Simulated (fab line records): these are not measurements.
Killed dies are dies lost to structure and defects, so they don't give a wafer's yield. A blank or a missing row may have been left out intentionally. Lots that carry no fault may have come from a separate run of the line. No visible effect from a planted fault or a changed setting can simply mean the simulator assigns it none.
A sampling plan put to the test / flow rit cmos / one fab line, 12 faults that these records tell of, each judged on the records of the lots that it struck
The plan is the line's own looks: the steps of the route at which a gauge or an inspection reads the wafer and doesn't change it. A look can be judged if struck wafers have a number there and the file gives its usual mean and standard deviation on fault-free wafers. Caught: 4 or more of those standard deviations (sigma) separate the usual mean from the mean of the struck wafers at a look after the fault's first step. On the tool: the fault's steps, tested the same way using the tool's own readings. Caught also covers a different recipe on the struck wafers, or a record left blank for those wafers only.

== THE FAULTS, as the simulator had put them in ==
1. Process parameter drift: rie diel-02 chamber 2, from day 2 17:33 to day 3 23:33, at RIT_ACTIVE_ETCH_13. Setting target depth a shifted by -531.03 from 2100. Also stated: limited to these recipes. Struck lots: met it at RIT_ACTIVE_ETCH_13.
2. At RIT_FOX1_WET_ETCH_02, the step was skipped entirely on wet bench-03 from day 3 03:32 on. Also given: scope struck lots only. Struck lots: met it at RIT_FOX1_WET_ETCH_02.
3. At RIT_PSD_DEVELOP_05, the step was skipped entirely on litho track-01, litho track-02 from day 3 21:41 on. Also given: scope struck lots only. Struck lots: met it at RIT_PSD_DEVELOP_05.
4. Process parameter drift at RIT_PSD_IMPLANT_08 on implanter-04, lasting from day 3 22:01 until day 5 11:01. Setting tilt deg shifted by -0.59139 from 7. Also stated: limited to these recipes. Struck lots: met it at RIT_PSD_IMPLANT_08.
5. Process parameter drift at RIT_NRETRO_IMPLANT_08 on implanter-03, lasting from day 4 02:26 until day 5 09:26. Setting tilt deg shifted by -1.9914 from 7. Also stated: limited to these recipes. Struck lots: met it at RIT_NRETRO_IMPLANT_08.
6. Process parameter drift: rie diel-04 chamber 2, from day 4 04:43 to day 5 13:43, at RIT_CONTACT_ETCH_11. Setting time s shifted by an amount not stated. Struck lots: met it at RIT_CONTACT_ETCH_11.
7. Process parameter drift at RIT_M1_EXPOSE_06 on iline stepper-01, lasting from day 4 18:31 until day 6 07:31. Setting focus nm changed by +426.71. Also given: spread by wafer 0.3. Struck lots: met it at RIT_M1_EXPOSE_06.
8. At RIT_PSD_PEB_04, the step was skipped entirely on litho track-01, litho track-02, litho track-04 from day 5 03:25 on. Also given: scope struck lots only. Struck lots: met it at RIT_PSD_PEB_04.
9. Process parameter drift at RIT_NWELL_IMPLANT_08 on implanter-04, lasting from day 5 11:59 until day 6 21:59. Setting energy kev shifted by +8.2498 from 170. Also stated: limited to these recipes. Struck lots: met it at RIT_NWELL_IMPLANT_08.
10. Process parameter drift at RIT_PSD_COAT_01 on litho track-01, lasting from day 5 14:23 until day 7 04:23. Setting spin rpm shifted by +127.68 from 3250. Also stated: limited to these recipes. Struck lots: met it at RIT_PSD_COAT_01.
11. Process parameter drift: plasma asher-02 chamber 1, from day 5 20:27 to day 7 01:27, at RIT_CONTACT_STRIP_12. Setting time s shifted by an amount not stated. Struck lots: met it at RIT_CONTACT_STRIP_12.
12. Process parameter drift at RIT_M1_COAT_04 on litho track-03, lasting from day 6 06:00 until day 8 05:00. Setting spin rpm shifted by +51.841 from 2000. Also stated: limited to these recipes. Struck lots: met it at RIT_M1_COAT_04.

== WHAT THE PLAN SAW ==
fault=1; on the tool itself=oes product au +15 sigma; first look that catches it=no look after it can be judged; reading, sigma=-; median hours from its first step to that look=-; hours from the fault's start to the first struck lot there=-; judged looks passed uncaught=0
fault=2; on the tool itself=the tool's record is blank for the struck wafers; first look that catches it=no look after it can be judged; reading, sigma=-; median hours from its first step to that look=-; hours from the fault's start to the first struck lot there=-; judged looks passed uncaught=0
fault=3; on the tool itself=the tool's record is blank for the struck wafers; first look that catches it=no look after it can be judged; reading, sigma=-; median hours from its first step to that look=-; hours from the fault's start to the first struck lot there=-; judged looks passed uncaught=0
fault=4; on the tool itself=tilt deg -30 sigma; first look that catches it=no look after it can be judged; reading, sigma=-; median hours from its first step to that look=-; hours from the fault's start to the first struck lot there=-; judged looks passed uncaught=0
fault=5; on the tool itself=tilt deg -99 or beyond sigma; first look that catches it=no look after it can be judged; reading, sigma=-; median hours from its first step to that look=-; hours from the fault's start to the first struck lot there=-; judged looks passed uncaught=0
fault=6; on the tool itself=run length s +99 or beyond sigma; first look that catches it=no look after it can be judged; reading, sigma=-; median hours from its first step to that look=-; hours from the fault's start to the first struck lot there=-; judged looks passed uncaught=0
fault=7; on the tool itself=exposure dose mJ cm2 -7.9 sigma; first look that catches it=no look after it can be judged; reading, sigma=-; median hours from its first step to that look=-; hours from the fault's start to the first struck lot there=-; judged looks passed uncaught=0
fault=8; on the tool itself=no reading that can be judged; first look that catches it=no look after it can be judged; reading, sigma=-; median hours from its first step to that look=-; hours from the fault's start to the first struck lot there=-; judged looks passed uncaught=0
fault=9; on the tool itself=beam energy keV +99 or beyond sigma; first look that catches it=no look after it can be judged; reading, sigma=-; median hours from its first step to that look=-; hours from the fault's start to the first struck lot there=-; judged looks passed uncaught=0
fault=10; on the tool itself=spin speed rpm +50 sigma; first look that catches it=not the one look that can be judged after it; reading, sigma=-; median hours from its first step to that look=-; hours from the fault's start to the first struck lot there=-; judged looks passed uncaught=1
fault=11; on the tool itself=run length s +41 sigma; first look that catches it=no look after it can be judged; reading, sigma=-; median hours from its first step to that look=-; hours from the fault's start to the first struck lot there=-; judged looks passed uncaught=0
fault=12; on the tool itself=spin speed rpm +32 sigma; first look that catches it=no look after it can be judged; reading, sigma=-; median hours from its first step to that look=-; hours from the fault's start to the first struck lot there=-; judged looks passed uncaught=0
A dash: the fault isn't caught, or these records don't give the number.

Caught at a look: 0 of 12. Caught on the tool: 11 of 12. By one or the other: 11 of 12.
On the tool alone, faults 1, 2, 3, 4, 5, 6, 7, 9, 10, 11, 12 were caught.
Caught by neither: fault 8.
